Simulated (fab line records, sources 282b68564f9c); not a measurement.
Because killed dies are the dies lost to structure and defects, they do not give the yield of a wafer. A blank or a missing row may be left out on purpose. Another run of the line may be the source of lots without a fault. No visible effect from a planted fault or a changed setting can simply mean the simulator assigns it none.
8D (eight disciplines) problem report, filled in by code :: flow rit-cmos :: the parts of the form that need people (team, actions taken, sign-off) are left out

== 1. PROBLEM STATEMENT ==
cd-nm at RIT_CONTACT_CD_MEAS_08 reads a mean of 986.9 nm on 6 wafers of 2 lots; wafers without a fault read 1000.6 nm with a standard deviation of 2.5. That puts it -5.5 standard deviations away from the usual mean.
The step: target cd 1000 nm.
First observed at day 5 05:05: wafer L542.1, on cd-sem-02. At this step, 42 wafers from 14 lots have a number in the record. By rule, "out" or "out of limits" means more than 4 standard deviations away from the usual mean. Any other wafer with a number is counted as sound.

== 2. WHAT THIS IS AND IS NOT ==
question: which readings at this step
is: cd-nm
is not: -

question: which lots
is: L542, L543
is not: L533, L535, L536, L537, L539, L540, L546, L550, L552, L553, L555, L556

question: which wafers of those lots
is: all that have a number
is not: -

question: read on which gauges
is: cd-sem-02
is not: cd-sem-01

question: when
is: from day 5 05:05
is not: up to then (18 sound wafers); but 18 sound wafers of L546, L550, L552, L553, L555, L556 came after

== 3. SUSPECTS, AND WHAT RULES EACH OUT ==
Counting: a tool at any process step up to the reading remains a suspect when it ran all the lots that are out and ran no sound lot after the first of those.
- ruled out: the gauge at RIT_CONTACT_CD_MEAS_08. All the wafers that are out were read on cd-sem-02, but those of them that RIT_CONTACT_EXPOSE_05 has rows for are out there too, on other tools.
- iline-stepper-02 at RIT_CONTACT_EXPOSE_05 (exposes mask M11, target cd 1000 nm): kept. It ran every lot that is out, first L542 (day 5 04:34), and no sound lot after that; its last sound lot up to then is L540 (day 4 16:13). Its own exposure-dose-mJ-cm2 readings are out on those wafers.
The count leaves iline-stepper-02 at RIT_CONTACT_EXPOSE_05.

== 4. THE CAUSE (what the simulator had put in) ==
Drift in process parameters on iline-stepper-02 at RIT_CONTACT_EXPOSE_05, starting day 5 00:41. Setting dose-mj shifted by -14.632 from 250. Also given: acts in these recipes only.
This tool alone remained once counting was done.

== 5. THE CHAIN OF EFFECTS, in route order ==
Each row: a reading whose mean over the struck wafers that have a number lies more than 3 standard deviations from the usual. Only readings whose record carries a usual standard deviation are examined. hours: median over the lots of the time between each lot's start at the first step of this table that gives one and its start at this step. sigmas: the change, counted in usual standard deviations.
hours: 0
step: RIT_CONTACT_EXPOSE_05
reading: exposure-dose-mJ-cm2
usual: 249.97
on struck wafers: 236.74
change: -13.23
sigmas: -53

hours: 1
step: RIT_CONTACT_CD_MEAS_08
reading: cd-nm
usual: 1000.6 nm
on struck wafers: 986.9
change: -13.7
sigmas: -5.5
Process steps it contains:
- RIT_CONTACT_EXPOSE_05: exposes mask M11, target cd 1000 nm.

== 6. HOW IT WOULD HAVE BEEN CAUGHT EARLIER ==
Counted from the fault's start at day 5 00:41, it took 4 hours until the first out-of-limits reading at a measuring or inspecting step in this record, taken at day 5 05:05.
Tool's own readings at RIT_CONTACT_EXPOSE_05, exposure-dose-mJ-cm2: out on all struck wafers the step has rows for; an alarm limit on them would have tripped on the first.
Of the lots that are out (2), L543 began RIT_CONTACT_EXPOSE_05 on iline-stepper-02 after day 5 05:05. A hold on the tool at that time would have spared it.
